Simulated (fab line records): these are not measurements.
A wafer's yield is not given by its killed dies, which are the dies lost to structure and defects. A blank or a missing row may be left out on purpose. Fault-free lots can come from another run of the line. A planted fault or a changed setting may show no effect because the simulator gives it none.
What tool caused it? | flow rit-cmos | 45 wafers sampled from 15 lots at 1 step of a route of 202

## WHAT THE GAUGES SHOWED, per wafer
The record lacks any reading of a measuring or inspecting step that a usual standard deviation could be used to judge.

## WHICH TOOL RAN EACH LOT (tool, then ch and the chambers of the sampled wafers, then the start)
lot  | RIT_PWELL_STRIP_09
L406 | plasma-asher-04 ch 1, day 2 00:22
L407 | plasma-asher-03 ch 0,1, day 2 04:05
L409 | plasma-asher-02 ch 0,1, day 2 13:28
L412 | plasma-asher-02 ch 0,1, day 3 05:16
L414 | plasma-asher-02 ch 0,1, day 3 14:39
L419 | plasma-asher-04 ch 0,1, day 4 17:29
L420 | plasma-asher-02 ch 0, day 5 00:09
L421 | plasma-asher-04 ch 0,1, day 5 01:20
L422 | plasma-asher-03 ch 0,1, day 5 06:29
L423 | plasma-asher-02 ch 0,1, day 5 12:20
L424 | plasma-asher-03 ch 0,1, day 5 17:18
L425 | plasma-asher-02 ch 0,1, day 5 21:41
L426 | plasma-asher-03 ch 0,1, day 6 02:47
L427 | plasma-asher-02 ch 0, day 6 07:28
L429 | plasma-asher-04 ch 0,1, day 6 17:18
- RIT_PWELL_STRIP_09: strips in O2, time 180 s.

## WHAT THE TOOLS THEMSELVES READ (means of the sampled wafers that have a number; where no wafer has one, the mark that the record gives instead)
RIT_PWELL_STRIP_09. Usual: chamber-pressure-mTorr 4000 mTorr, standard deviation 3.7; drypump-motor-current-A 5.8 A, standard deviation 0.52.
lot  | tool            | chamber-pressure-mTorr (mTorr) | drypump-motor-current-A (A) | flag
L406 | plasma-asher-04 | 4001                           | 5.2                         |
L407 | plasma-asher-03 | 3997                           | 5.8                         |
L409 | plasma-asher-02 | 4002                           | 6.2                         |
L412 | plasma-asher-02 | 4001                           | 6.2                         |
L414 | plasma-asher-02 | 3998                           | 6.0                         |
L419 | plasma-asher-04 | -                              | -                           | OFF
L420 | plasma-asher-02 | -                              | -                           | OFF
L421 | plasma-asher-04 | -                              | -                           | OFF
L422 | plasma-asher-03 | 4000                           | 5.8                         |
L423 | plasma-asher-02 | 3999                           | 6.0                         |
L424 | plasma-asher-03 | 4002                           | 5.9                         |
L425 | plasma-asher-02 | 4001                           | 6.0                         |
L426 | plasma-asher-03 | 4000                           | 5.9                         |
L427 | plasma-asher-02 | 4003                           | 6.5                         |
L429 | plasma-asher-04 | 3996                           | 4.9                         |

## THE ANSWER, worked out from the rows above alone
Rule: take the mean of a lot's wafers that have a number; if it is more than 3 standard deviations from the usual mean, the lot is off. Also off: a lot with no number at a reading for which 4 or more lots have one. Any other lot the step has rows for is counted as sound. After the gauges, taken in route order, come the tools' own readings; for these a lot's mean is taken, as printed above. At the first step where some lot is off, the reading lying furthest off is the one used; lots without a number count as furthest.
Off at RIT_PWELL_STRIP_09 (chamber-pressure-mTorr): L419, L420, L421. Without a number there: L419, L420, L421.
A tool fits if, at that step or a process step before it, it ran every lot that is off, and no sound lot after the first of them. Not one of the candidates tried fits.

## WHAT WAS PUT IN BY THE SIMULATOR
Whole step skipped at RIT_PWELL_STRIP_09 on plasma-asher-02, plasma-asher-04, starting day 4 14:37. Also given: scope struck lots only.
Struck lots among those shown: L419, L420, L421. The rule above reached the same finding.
